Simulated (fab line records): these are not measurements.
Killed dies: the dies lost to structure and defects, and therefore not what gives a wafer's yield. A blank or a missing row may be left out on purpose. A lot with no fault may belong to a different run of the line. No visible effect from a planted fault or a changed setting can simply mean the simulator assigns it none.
fab line records ; flow rit-cmos
record: lots: 5; wafers: 15; last-day: 7
route steps=202 shown NRETRO@60 PRETRO@64
lots that met no fault: from a run of the same line without faults
start-h: hours from the record's first day to the start of the lot's first wafer shown ; wait-h: how many hours have passed since the lot's step before this one ; " as in the row above ; L1.1+2: a single row standing in for several wafers ; - value missing, or start not given ; * or withheld: withheld ; < > ~ a bound
route shown NAME@n: NAME is a module with steps in the file, n the number in the route of the first one ; usual: the fault-free wafers' mean and standard deviation ; same: alike in all rows ; chamber/n: place in a boat ; sites: the reading at each site ; _std_site: standard deviation of those values ; _edge_site: the outer-site mean with the inner-site mean subtracted ; radius-mm: for every site, how far away it sits from the centre of the wafer ; mask NAME#n: copy n ; behind: the last tool/chamber to shape the wafer ; hold: the reason the lot was held/the length of the hold in hours/how it ended ; device: the n, p or np transistor that did not switch ; end of line: tests run on the same wafers once the route is complete ; where a step has no rows: the recipe by itself ; killed: count of dies lost to structure and defects at first sort (not the wafer's yield) ; map: shows each die of a wafer: x if killed, . if not, _ if none is there
set.NAME: the setting as run; set.NAME@STEP: as run at that earlier step ; model.NAME: the simulator's own value behind a step, which no gauge read
lots seen at some steps along the route; tables by step, rows by wafer
services: the hour from which a tool's chamber was out of use, counted from the record's first day as start-h (under 0 if before that day), plus the number of hours and why
== steps ==
step: RIT_NRETRO_HARDBAKE_07
recipe: resist: NOVOLAK; temp-c: 140; time-s: 120
usual: resist-line-temp-C: 23.01/0.098
lot.wafer;tool;chamber;start-h;wait-h;resist-line-temp-C
L078.2;litho-track-01;0;66.84;0.1;22.98
L078.3;litho-track-01;0;66.84;0.1;22.88
L078.5;litho-track-01;0;66.84;0.1;23.01
L080.1;litho-track-03;0;67.06;0.0;23.02
L080.3;litho-track-03;0;67.06;0.0;22.98
L080.5;litho-track-03;0;67.06;0.0;23.02
L084.3;litho-track-03;0;100.37;0.1;22.96
L084.4;litho-track-03;0;100.37;0.1;23.03
L084.5;litho-track-03;0;100.37;0.1;23.02
L088.1;litho-track-01;0;107.95;0.0;22.95
L088.2;litho-track-01;0;107.95;0.0;22.90
L088.6;litho-track-01;0;107.95;0.0;23.06
L092.1;litho-track-01;0;131.28;0.0;22.94
L092.2;litho-track-01;0;131.28;0.0;22.98
L092.5;litho-track-01;0;131.28;0.0;22.87
step: RIT_NRETRO_IMPLANT_08
recipe: species: P; energy-kev: 70; dose-cm2: 1e+13; tilt-deg: 7
usual: end-station-pressure-torr: 5.07e-06/2.8e-07
lot.wafer;tool;chamber;start-h;wait-h;end-station-pressure-torr
L078.2;implanter-04;0;67.08;0.2;5.35e-06
L078.3;implanter-04;0;67.08;0.2;5.28e-06
L078.5;implanter-04;0;67.08;0.2;5.32e-06
L080.1;implanter-03;0;67.31;0.2;4.97e-06
L080.3;implanter-03;0;67.31;0.2;5.28e-06
L080.5;implanter-03;0;67.31;0.2;4.83e-06
L084.3;implanter-03;0;100.59;0.2;5.2e-06
L084.4;implanter-03;0;100.59;0.2;5.09e-06
L084.5;implanter-03;0;100.59;0.2;5.17e-06
L088.1;implanter-01;0;108.20;0.2;4.82e-06
L088.2;implanter-01;0;108.20;0.2;5.19e-06
L088.6;implanter-01;0;108.20;0.2;4.93e-06
L092.1;implanter-03;0;131.53;0.2;4.93e-06
L092.2;implanter-03;0;131.53;0.2;4.92e-06
L092.5;implanter-03;0;131.53;0.2;4.77e-06
step: RIT_NRETRO_STRIP_09
recipe: chemistry: O2; time-s: 180; resist: NOVOLAK; platen-temp-c: withheld; power-w: 500; pressure-mtorr: 4000; o2-flow-sccm: 4000
usual: chamber-pressure-mTorr: 4001/3.7; drypump-motor-current-A: 5.7/0.45
lot.wafer;tool;chamber;start-h;wait-h;chamber-pressure-mTorr;drypump-motor-current-A;rf-hours-counter-h
L078.2;plasma-asher-02;0;67.20;0.1;3998;5.5;43
L078.3;plasma-asher-02;1;67.20;0.1;4003;6.5;-
L078.5;plasma-asher-02;1;67.20;0.1;3999;6.5;-
L080.1;plasma-asher-03;0;67.46;0.1;3999;5.7;35
L080.3;plasma-asher-03;0;67.46;0.1;4001;5.7;-
L080.5;plasma-asher-03;1;67.46;0.1;3993;5.5;-
L084.3;plasma-asher-01;1;100.75;0.1;3999;5.0;-
L084.4;plasma-asher-01;0;100.75;0.1;3990;5.9;-
L084.5;plasma-asher-01;0;100.75;0.1;4000;6.0;-
L088.1;plasma-asher-01;0;108.35;0.1;3997;5.9;31
L088.2;plasma-asher-01;1;108.35;0.1;4000;5.0;31
L088.6;plasma-asher-01;1;108.35;0.1;4002;5.0;-
L092.1;plasma-asher-02;1;131.68;0.1;3992;6.5;2
L092.2;plasma-asher-02;0;131.68;0.1;4000;5.5;2
L092.5;plasma-asher-02;1;131.68;0.1;4006;6.5;-
step: RIT_NRETRO_TW_MEAS_10
usual: NRETRO_TW: 1058/6.9
lot.wafer;tool;chamber;start-h;wait-h;NRETRO_TW
L078.2;film-metro-03;-;67.39;0.1;1054
L078.3;film-metro-03;-;67.39;0.1;1062
L078.5;film-metro-03;-;67.39;0.1;1057
L080.1;film-metro-03;-;67.64;0.1;1064
L080.3;film-metro-03;-;67.64;0.1;1055
L080.5;film-metro-03;-;67.64;0.1;1064
L084.3;film-metro-02;-;100.89;0.1;1048
L084.4;film-metro-02;-;100.89;0.1;1048
L084.5;film-metro-02;-;100.89;0.1;1045
L088.1;film-metro-02;-;108.53;0.1;1047
L088.2;film-metro-02;-;108.53;0.1;1049
L088.6;film-metro-02;-;108.53;0.1;1051
L092.1;film-metro-02;-;131.86;0.1;1067
L092.2;film-metro-02;-;131.86;0.1;1060
L092.5;film-metro-02;-;131.86;0.1;1058
step: RIT_PRETRO_HMDS_00
recipe: prime-time-s: 60; prime-temp-c: 140
usual: resist-line-temp-C: 23.00/0.11
lot.wafer;tool;chamber;start-h;wait-h;resist-line-temp-C
L078.2;litho-track-02;0;67.46;0.1;22.79
L078.3;litho-track-02;0;67.46;0.1;23.02
L078.5;litho-track-02;0;67.46;0.1;23.01
L080.1;litho-track-04;0;67.70;0.1;23.25
L080.3;litho-track-04;0;67.70;0.1;23.23
L080.5;litho-track-04;0;67.70;0.1;23.10
L084.3;litho-track-04;0;101.26;0.4;22.87
L084.4;litho-track-04;0;101.26;0.4;22.79
L084.5;litho-track-04;0;101.26;0.4;22.89
L088.1;litho-track-01;0;108.59;0.1;23.02
L088.2;litho-track-01;0;108.59;0.1;23.15
L088.6;litho-track-01;0;108.59;0.1;23.09
L092.1;litho-track-04;0;131.92;0.1;22.80
L092.2;litho-track-04;0;131.92;0.1;22.98
L092.5;litho-track-04;0;131.92;0.1;22.82
step: RIT_PRETRO_COAT_01
recipe: resist: NOVOLAK; spin-rpm: 2000; resist-thk-nm: 1300
usual: resist-line-temp-C: 22.99/0.11
lot.wafer;tool;chamber;start-h;wait-h;resist-line-temp-C
L078.2;litho-track-02;0;67.61;0.1;22.80
L078.3;litho-track-02;0;67.61;0.1;22.86
L078.5;litho-track-02;0;67.61;0.1;22.95
L080.1;litho-track-04;0;67.85;0.1;22.95
L080.3;litho-track-04;0;67.85;0.1;22.98
L080.5;litho-track-04;0;67.85;0.1;22.93
L084.3;litho-track-04;0;101.41;0.1;22.87
L084.4;litho-track-04;0;101.41;0.1;22.93
L084.5;litho-track-04;0;101.41;0.1;23.06
L088.1;litho-track-01;0;108.74;0.1;23.08
L088.2;litho-track-01;0;108.74;0.1;23.11
L088.6;litho-track-01;0;108.74;0.1;23.07
L092.1;litho-track-04;0;132.07;0.1;22.98
L092.2;litho-track-04;0;132.07;0.1;22.99
L092.5;litho-track-04;0;132.07;0.1;22.97
step: RIT_PRETRO_SOFTBAKE_02
recipe: resist: NOVOLAK; temp-c: 90; time-s: 60
usual: resist-line-temp-C: 22.99/0.1
lot.wafer;tool;chamber;start-h;wait-h;resist-line-temp-C
L078.2;litho-track-02;0;67.76;0.1;23.06
L078.3;litho-track-02;0;67.76;0.1;22.86
L078.5;litho-track-02;0;67.76;0.1;22.96
L080.1;litho-track-04;0;68.00;0.1;22.96
L080.3;litho-track-04;0;68.00;0.1;22.97
L080.5;litho-track-04;0;68.00;0.1;22.94
L084.3;litho-track-04;0;101.56;0.1;22.86
L084.4;litho-track-04;0;101.56;0.1;22.98
L084.5;litho-track-04;0;101.56;0.1;23.10
L088.1;litho-track-01;0;108.89;0.1;22.86
L088.2;litho-track-01;0;108.89;0.1;23.05
L088.6;litho-track-01;0;108.89;0.1;22.95
L092.1;litho-track-04;0;132.22;0.1;23.01
L092.2;litho-track-04;0;132.22;0.1;23.07
L092.5;litho-track-04;0;132.22;0.1;23.05
step: RIT_PRETRO_EXPOSE_03
recipe: mask-id: M5; na: 0.57; target-cd-nm: 43700; dose-mj: 250
lot.wafer;tool;chamber;start-h;wait-h;mask
L078.2+3+5;iline-stepper-01;0;67.91;0.1;M5#0
L080.1+3+5;iline-stepper-02;0;68.27;0.2;M5#0
L084.3+4+5;iline-stepper-01;0;106.28;4.7;M5#0
L088.1+2+6;iline-stepper-01;0;109.04;0.1;M5#0
L092.1+2+5;iline-stepper-01;0;132.37;0.1;M5#0
step: RIT_PRETRO_PEB_04
recipe: resist: NOVOLAK; temp-c: withheld; time-s: withheld
usual: resist-line-temp-C: *
lot.wafer;tool;chamber;start-h;wait-h;resist-line-temp-C
L078.2;litho-track-04;0;68.17;0.2;*
L078.3;litho-track-04;0;68.17;0.2;*
L078.5;litho-track-04;0;68.17;0.2;*
L080.1;litho-track-02;0;68.39;0.1;*
L080.3;litho-track-02;0;68.39;0.1;*
L080.5;litho-track-02;0;68.39;0.1;*
L084.3;litho-track-01;0;106.45;0.2;*
L084.4;litho-track-01;0;106.45;0.2;*
L084.5;litho-track-01;0;106.45;0.2;*
L088.1;litho-track-02;0;109.31;0.3;*
L088.2;litho-track-02;0;109.31;0.3;*
L088.6;litho-track-02;0;109.31;0.3;*
L092.1;litho-track-04;0;132.48;0.1;*
L092.2;litho-track-04;0;132.48;0.1;*
L092.5;litho-track-04;0;132.48;0.1;*
== services ==
tool;chamber;start-h;hours;kind
implanter-04;-;46.20;6.6;repair
plasma-asher-03;-;67.92;3.8;repair
iline-stepper-01;-;69.13;1.7;pm
iline-stepper-01;-;76.64;28.9;pm
implanter-01;-;78.30;2.3;repair
implanter-04;-;79.93;0.6;repair
implanter-01;-;80.56;20.9;pm
plasma-asher-02;-;108.75;9.0;pm
plasma-asher-02;0;108.75;9.0;vent-cycle
plasma-asher-02;1;108.75;9.0;vent-cycle
plasma-asher-01;-;112.30;2.8;pm
plasma-asher-02;0;117.75;-;clean
plasma-asher-02;1;117.75;-;clean
iline-stepper-02;-;122.96;8.9;pm
plasma-asher-03;-;130.17;3.4;repair
iline-stepper-02;-;131.85;1.7;pm
== key ==
fault none
